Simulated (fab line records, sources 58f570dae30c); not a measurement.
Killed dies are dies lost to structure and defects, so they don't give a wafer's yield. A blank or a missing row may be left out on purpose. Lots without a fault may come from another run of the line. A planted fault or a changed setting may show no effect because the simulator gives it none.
One fault seen from 2 desks | flow berkeley_cmos170 | each desk has only its own numbers; what lay behind them comes last

THE TOOL OWNER'S DESK: litho_track-04
The tool's own readings at UCB170_PLDD_PEB_04: means of the sampled wafers that have a number, for each lot that ran on this tool. A lot is out of limits, marked OUT, if its mean lies more than 4 standard deviations from the usual mean; the brackets give that distance.
Columns: A = heater_power_total_W at UCB170_PLDD_PEB_04, usual 56.80 W
lot  | first seen here | A
L696 | day 8 01:22     | 56.77
L695 | day 8 02:11     | 56.81
L698 | day 8 11:13     | 56.80
L700 | day 9 12:06     | 56.84
L706 | day 10 02:46    | 56.87
L710 | day 10 15:59    | 56.83
L713 | day 11 05:00    | 57.62 (+18) OUT
L712 | day 11 05:51    | 57.61 (+18) OUT
This desk's finding: out of limits on L712, L713; first on L713, day 11 05:00 (heater_power_total_W at UCB170_PLDD_PEB_04). In limits: L696, L695, L698, L700, L706, L710.

THE METROLOGY DESK
What the gauges read, lot by lot, whatever tool the lot ran on: means of the sampled wafers that have a number. A lot is out of limits, marked OUT, if its mean lies more than 4 standard deviations from the usual mean; the brackets give that distance.
Columns: A = cd_nm at UCB170_GATE_CD_MEAS_12, usual 350.2 nm; B = cd_nm at UCB170_PLDD_CD_MEAS_06, usual 1200.3 nm; C = PLDD_OVL at UCB170_PLDD_OVL_MEAS_07, usual -2 nm
lot  | first seen here | A     | B      | C
L696 | day 7 23:13     | 350.2 | 1201.6 | 6
L695 | day 7 23:28     | 350.6 | 1200.3 | 4
L699 | day 8 08:00     | 351.4 | 1200.9 | -4
L698 | day 8 08:25     | 349.8 | 1200.6 | -2
L697 | day 8 08:25     | 351.1 | 1199.8 | -2
L703 | day 9 07:36     | 350.1 | 1198.7 | 2
L702 | day 9 08:16     | 350.2 | 1200.8 | -3
L700 | day 9 09:00     | 349.0 | 1201.5 | -8
L706 | day 10 00:35    | 347.2 | 1202.1 | -3
L707 | day 10 00:48    | 347.7 | 1202.2 | -4
L709 | day 10 11:55    | 350.6 | 1201.6 | 2
L710 | day 10 12:08    | 349.3 | 1201.0 | -4
L713 | day 11 02:31    | 347.8 | 1195.9 | -5
L712 | day 11 02:56    | 352.0 | 1195.7 | -2
This desk's finding: nothing out of limits on any of the 14 lots.

PUT TOGETHER
The tool owner's desk could have raised an alarm at day 11 05:00, on L712, L713.
The metrology desk saw nothing out of limits.
The metrology desk has L712, L713 on record, within its limits.
Of the lots named, all ran UCB170_PLDD_PEB_04 on litho_track-04.

WHAT THE SIMULATOR HAD PUT IN
Process parameter drift: litho_track-04, from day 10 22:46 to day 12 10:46, at UCB170_PLDD_PEB_04. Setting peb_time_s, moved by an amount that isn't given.
Lots struck among those shown: L712, L713.
Hours from the fault's start to each desk's first reading out of limits: the tool owner's desk, 6.
